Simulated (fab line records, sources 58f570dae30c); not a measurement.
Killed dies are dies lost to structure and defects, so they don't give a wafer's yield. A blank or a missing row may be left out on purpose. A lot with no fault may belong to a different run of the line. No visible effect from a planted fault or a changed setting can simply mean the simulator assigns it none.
Problem report, 8D (eight disciplines) form, completed by code || flow berkeley cmos170 || the parts of the form that need people (team, actions taken, sign-off) are left out

== 1. PROBLEM STATEMENT ==
At UCB170_NSD_CD_MEAS_06, cd nm averages 1185.3 nm over 9 wafers from 3 lots, while fault-free wafers read 1200.2 nm, standard deviation 1.7. Relative to the usual mean, that is a shift of -8.8 standard deviations.
The step: target cd 1200 nm.
First observed at day 9 02:37: wafer L547.1, on cd sem-01. Wafers with a number at this step in the record: 45, from 15 lots. The rule behind "out" and "out of limits": a value lying over 4 standard deviations away from the usual mean. Any other wafer with a number is counted as sound.

== 2. WHAT IT IS, AND WHAT IT ISN'T ==
{"question": "which readings at this step", "is": "cd nm", "is not": "-"}
{"question": "which lots", "is": "L547, L549, L552", "is not": "L541, L542, L543, L544, L545, L548, L550, L557, L560, L561, L562, L564"}
{"question": "which wafers of those lots", "is": "all that have a number", "is not": "-"}
{"question": "read on which gauges", "is": "cd sem-01, cd sem-02", "is not": "-"}
{"question": "when", "is": "from day 9 02:37", "is not": "up to then (18 sound wafers); but 18 sound wafers of L550, L557, L560, L561, L562, L564 came after"}

== 3. THE SUSPECTS, EACH WITH WHAT RULES IT OUT ==
Counting: any tool at a process step up to the reading is kept as a suspect provided that every lot that is out went through it and no sound lot did after the first of them.
- the gauge at UCB170_NSD_CD_MEAS_06 has been ruled out. Those wafers that are out were read across 2 gauges (cd sem-01, cd sem-02).
- litho track-04 at UCB170_NSD_PEB_04: kept. It ran every lot that is out, first L547 (day 9 02:08), and no sound lot after that; its last sound lot up to then is L548 (day 9 01:00). Its own readings are out on those wafers: heater power total W.
The count leaves litho track-04 at UCB170_NSD_PEB_04.

== 4. THE CAUSE (what the simulator had put in) ==
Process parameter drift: litho track-04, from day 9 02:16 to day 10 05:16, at UCB170_NSD_PEB_04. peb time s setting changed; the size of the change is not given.
This tool alone remained once counting was done.

== 5. SEQUENCE OF EFFECTS, ordered by route ==
Rows list readings where the struck wafers' mean (over those with a number) sits beyond 3 standard deviations from the usual. Scope: only readings with a usual standard deviation given in the record; hours: median across lots of the time from each lot's start at the first step in this table that gives one to its start at this step; sigmas: change in usual standard deviations.
{"hours": 0, "step": "UCB170_NSD_PEB_04", "reading": "heater power total W", "usual": "56.80 W", "on struck wafers": 60.74, "change": "+3.94", "sigmas": "+80"}
{"hours": 0, "step": "UCB170_NSD_CD_MEAS_06", "reading": "cd nm", "usual": "1200.2 nm", "on struck wafers": 1185.3, "change": -14.9, "sigmas": -8.8}
Its process steps:
- UCB170_NSD_PEB_04

== 6. HOW IT WOULD HAVE BEEN CAUGHT EARLIER ==
Counted from the fault's start at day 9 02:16, it took 0 hours until the first out-of-limits reading at a measuring or inspecting step in this record, taken at day 9 02:37.
At UCB170_NSD_PEB_04, the tool's own readings (heater power total W) were out on each struck wafer the step has a row for, so an alarm limit on them would have fired on the first such wafer.
Of the lots that are out (3), L552 began UCB170_NSD_PEB_04 on litho track-04 after day 9 02:37. Had the tool been put on hold then, it would have been spared.
